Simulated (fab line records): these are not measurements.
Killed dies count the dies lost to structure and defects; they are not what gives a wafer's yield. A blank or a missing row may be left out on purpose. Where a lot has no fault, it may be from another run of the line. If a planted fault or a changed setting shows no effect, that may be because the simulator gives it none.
One fault through the eyes of 2 desks || flow berkeley_cmos170 || what lay behind the numbers comes last; until then each desk has only its own

## TOOL OWNER'S DESK, implanter-01
UCB170_PLDD_IMPLANT_08, tool's own readings: per-lot mean of the sampled wafers with a number, covering each lot this tool ran. Any lot whose mean is over 4 standard deviations away from the usual mean is out of limits and marked OUT; that distance is given in the brackets.
Columns: A = dose_ions_cm2 at UCB170_PLDD_IMPLANT_08, usual 5e+13; B = end_station_pressure_torr at UCB170_PLDD_IMPLANT_08, usual 5.15e-06 Torr; C = faraday_current_uA at UCB170_PLDD_IMPLANT_08, usual 159
{"lot": "L586", "first seen here": "day 6 08:08", "A": 5e+13, "B": 5.24e-06, "C": 156}
{"lot": "L590", "first seen here": "day 6 17:08", "A": 5e+13, "B": 4.83e-06, "C": 157}
{"lot": "L595", "first seen here": "day 8 04:39", "A": "3e+13 (-99 or more) OUT", "B": 5.21e-06, "C": "106 (-16) OUT"}
{"lot": "L600", "first seen here": "day 9 07:35", "A": "3e+13 (-99 or more) OUT", "B": 4.96e-06, "C": "106 (-17) OUT"}
This desk finds L595, L600 out of limits, L595 being first, at day 8 04:39 (dose_ions_cm2 at UCB170_PLDD_IMPLANT_08). L586, L590 stayed within limits.

## FROM THE METROLOGY DESK
What the gauges read for every lot (on any tool): the sampled wafers with a number, averaged. Any lot whose mean is over 4 standard deviations away from the usual mean is out of limits and marked OUT; that distance is given in the brackets.
Columns: A = SACOX_OXIDE_THK at UCB170_SACOX_THK_MEAS_02, usual 14.50 nm; B = NVT_TW at UCB170_NVT_TW_MEAS_09, usual 523; C = PVT_OVL at UCB170_PVT_OVL_MEAS_06, usual 2 nm; D = PLDD_TW at UCB170_PLDD_TW_MEAS_11, usual 1007; E = PLDD_RS at UCB170_SDANNEAL_RS_MEAS_04, usual 1030.0 ohm/sq
{"lot": "L584", "first seen here": "day 5 03:41", "A": 14.17, "B": 524, "C": -2, "D": 1001, "E": 1028.8}
{"lot": "L585", "first seen here": "day 5 03:42", "A": 14.35, "B": 527, "C": 2, "D": 1000, "E": 1030.8}
{"lot": "L586", "first seen here": "day 5 11:29", "A": 14.45, "B": 519, "C": -3, "D": 1013, "E": 1030.0}
{"lot": "L587", "first seen here": "day 5 11:29", "A": 14.44, "B": 526, "C": 1, "D": 1002, "E": 1027.8}
{"lot": "L589", "first seen here": "day 5 18:45", "A": 14.59, "B": 521, "C": 5, "D": 1015, "E": 1031.5}
{"lot": "L590", "first seen here": "day 5 18:45", "A": 14.62, "B": 523, "C": 1, "D": 1019, "E": 1029.7}
{"lot": "L588", "first seen here": "day 5 18:46", "A": 14.25, "B": 526, "C": 1, "D": 1013, "E": 1028.6}
{"lot": "L593", "first seen here": "day 6 10:53", "A": 14.65, "B": 520, "C": 2, "D": 1005, "E": 1029.8}
{"lot": "L595", "first seen here": "day 6 20:08", "A": 14.47, "B": 531, "C": 1, "D": "940 (-7.9) OUT", "E": "1186.3 (+65) OUT"}
{"lot": "L600", "first seen here": "day 8 03:08", "A": 14.55, "B": 517, "C": 3, "D": "945 (-7.3) OUT", "E": "1193.4 (+68) OUT"}
{"lot": "L601", "first seen here": "day 8 11:05", "A": 14.60, "B": 524, "C": -3, "D": 1006, "E": 1031.2}
{"lot": "L602", "first seen here": "day 8 17:54", "A": 14.55, "B": 529, "C": 3, "D": 1015, "E": 1036.6}
{"lot": "L604", "first seen here": "day 9 05:41", "A": 14.52, "B": 521, "C": 9, "D": 1014, "E": 1026.4}
{"lot": "L606", "first seen here": "day 9 11:54", "A": 14.29, "B": 518, "C": 3, "D": 995, "E": 1029.7}
Per this desk, out of limits: L595, L600; the first was L595, day 8 05:03 (PLDD_TW at UCB170_PLDD_TW_MEAS_11). L584, L585, L586, L587, L589, L590, L588, L593, L601, L602, L604, L606 stayed within limits.

## BROUGHT TOGETHER
The tool owner's desk had the chance to raise an alarm at day 8 04:39 on L595, L600.
On L595, L600, the metrology desk was in a position to raise an alarm at day 8 05:03.
Of the lots named, all ran UCB170_PLDD_IMPLANT_08 on implanter-01.

## WHAT HAD BEEN PUT IN BY THE SIMULATOR
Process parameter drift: implanter-01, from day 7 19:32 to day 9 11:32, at UCB170_PLDD_IMPLANT_08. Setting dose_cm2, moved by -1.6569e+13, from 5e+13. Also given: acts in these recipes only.
Lots struck among those shown: L595, L600.
Counting hours from when the fault started, the first reading out of limits came at 9 for the tool owner's desk and at 10 for the metrology desk.
